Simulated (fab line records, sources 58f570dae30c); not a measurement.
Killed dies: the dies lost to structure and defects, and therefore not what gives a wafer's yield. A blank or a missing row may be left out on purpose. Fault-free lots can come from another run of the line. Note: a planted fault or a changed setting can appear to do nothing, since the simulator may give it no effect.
Check of tool commonality	flow berkeley-cmos170	Lots sampled 14, wafers sampled 42

== REASON IT WAS OPENED ==
Flagged at UCB170_M1_CD_MEAS_90: reading cd-nm, on 2 of 14 lots. Wafers without a fault read 699.7 nm, standard deviation 1.9.
Rule: a lot is flagged when every wafer of it that has a number lies more than 4 standard deviations from that mean, or none has a number. The other lots count as sound.

lot	measured	on	cd-nm (nm), wafer by wafer	flag
L831	day 8 06:31	cd-sem-01	700.8 702.6 699.4	
L830	day 8 07:02	cd-sem-01	699.4 699.7 698.1	
L833	day 9 04:04	cd-sem-01	699.1 696.9 698.9	
L834	day 9 04:56	cd-sem-01	700.9 701.3 700.3	
L835	day 9 05:13	cd-sem-01	696.7 698.0 699.4	
L837	day 9 18:23	cd-sem-01	686.5 685.9 684.8	FLAGGED
L836	day 9 19:15	cd-sem-01	700.2 701.9 699.4	
L839	day 10 01:43	cd-sem-02	699.9 698.6 700.3	
L841	day 10 23:29	cd-sem-01	690.6 688.9 687.9	FLAGGED
L848	day 12 10:31	cd-sem-01	700.2 701.1 700.1	
L846	day 12 10:44	cd-sem-01	703.0 700.7 703.6	
L851	day 12 17:54	cd-sem-02	696.3 696.8 697.7	
L850	day 12 17:59	cd-sem-02	696.5 695.6 696.8	
L852	day 13 00:40	cd-sem-02	697.5 700.4 699.0	
The numbers of the flagged lots are 687.4 nm on average: -12.3 nm against the usual, or -6 standard deviations.

== LOT BY LOT: THE TOOL USED ==
The record holds 2 process steps before the reading, out of a route of 331 steps. In each cell: the tool, then ch and the chambers that the sampled wafers went through, then the start.
lot	flag	UCB170_M1_METAL_ETCH_12	UCB170_M1_STRIP_13
L831		rie-metal-03 ch 0, day 8 06:13	plasma-asher-02 ch 0,1, day 8 06:25
L830		rie-metal-02 ch 0,1, day 8 06:47	plasma-asher-02 ch 0,1, day 8 06:55
L833		rie-metal-04 ch 0,1, day 9 03:50	plasma-asher-02 ch 0,1, day 9 03:58
L834		rie-metal-02 ch 1, day 9 04:31	plasma-asher-02 ch 0,1, day 9 04:38
L835		rie-metal-04 ch 0,1, day 9 04:59	plasma-asher-01 ch 0,1, day 9 05:07
L837	FLAGGED	rie-metal-04 ch 0,1, day 9 18:08	plasma-asher-01 ch 0,1, day 9 18:17
L836		rie-metal-02 ch 0,1, day 9 19:01	plasma-asher-04 ch 0,1, day 9 19:09
L839		rie-metal-03 ch 0, day 10 01:28	plasma-asher-04 ch 0,1, day 10 01:36
L841	FLAGGED	rie-metal-04 ch 0,1, day 10 23:15	plasma-asher-02 ch 0,1, day 10 23:23
L848		rie-metal-02 ch 0,1, day 12 10:16	plasma-asher-04 ch 0,1, day 12 10:23
L846		rie-metal-03 ch 0,1, day 12 10:31	plasma-asher-04 ch 0,1, day 12 10:38
L851		rie-metal-02 ch 0,1, day 12 17:39	plasma-asher-04 ch 0,1, day 12 17:47
L850		rie-metal-03 ch 0,1, day 12 17:41	plasma-asher-02 ch 0,1, day 12 17:50
L852		rie-metal-02 ch 0,1, day 13 00:26	plasma-asher-02 ch 0,1, day 13 00:34
These steps, and what they do:
- UCB170_M1_METAL_ETCH_12: etches Al in Cl2/BCl3, stops on PSG, target depth 780 nm, time 130 s.
- UCB170_M1_STRIP_13: strips in O2.
- UCB170_M1_CD_MEAS_90: target cd 700 nm.

== FLAGGED AGAINST TOTAL, ONE TOOL AT A TIME (gauges that did the reading follow at the end) ==
step	tool	lots run	flagged	share of the flagged lots	sound lots run after its first flagged lot
UCB170_M1_METAL_ETCH_12	rie-metal-02	6	0	none	-
UCB170_M1_METAL_ETCH_12	rie-metal-03	4	0	none	-
UCB170_M1_METAL_ETCH_12	rie-metal-04	4	2	all	0
UCB170_M1_STRIP_13	plasma-asher-01	2	1	some	0
UCB170_M1_STRIP_13	plasma-asher-02	7	1	some	2 (L850,L852)
UCB170_M1_STRIP_13	plasma-asher-04	5	0	none	-
UCB170_M1_CD_MEAS_90	cd-sem-01	10	2	all	3 (L836,L848,L846)
UCB170_M1_CD_MEAS_90	cd-sem-02	4	0	none	-

== THE TABLE: WHAT IT ALLOWS ==
Rows of the table that ran all the flagged lots, 2 in number: rie-metal-04 at UCB170_M1_METAL_ETCH_12; cd-sem-01 at UCB170_M1_CD_MEAS_90.
- rie-metal-04 at UCB170_M1_METAL_ETCH_12 ran 4 lots, 2 of them flagged. It ran its last sound lot, L835, at day 9 04:59 and its first flagged lot, L837, at day 9 18:08: a fault with its onset between the two fits. Its own readings lie more than 4 standard deviations out on every wafer of the flagged lots: rf-fwd-power-W.
- cd-sem-01 at UCB170_M1_CD_MEAS_90 ran 10 lots, 2 of them flagged. Sound lots followed the first flagged one (L836, L848, L846) on it, something a lasting fault affecting the whole tool could not allow.
One tool is left: rie-metal-04 at UCB170_M1_METAL_ETCH_12.

== WHAT THE SIMULATOR HAD PUT IN ==
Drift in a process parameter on rie-metal-04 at UCB170_M1_METAL_ETCH_12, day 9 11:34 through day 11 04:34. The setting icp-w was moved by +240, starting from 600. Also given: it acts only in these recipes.
Shown lots that were struck: L837, L841. This agrees with what the rule above found.
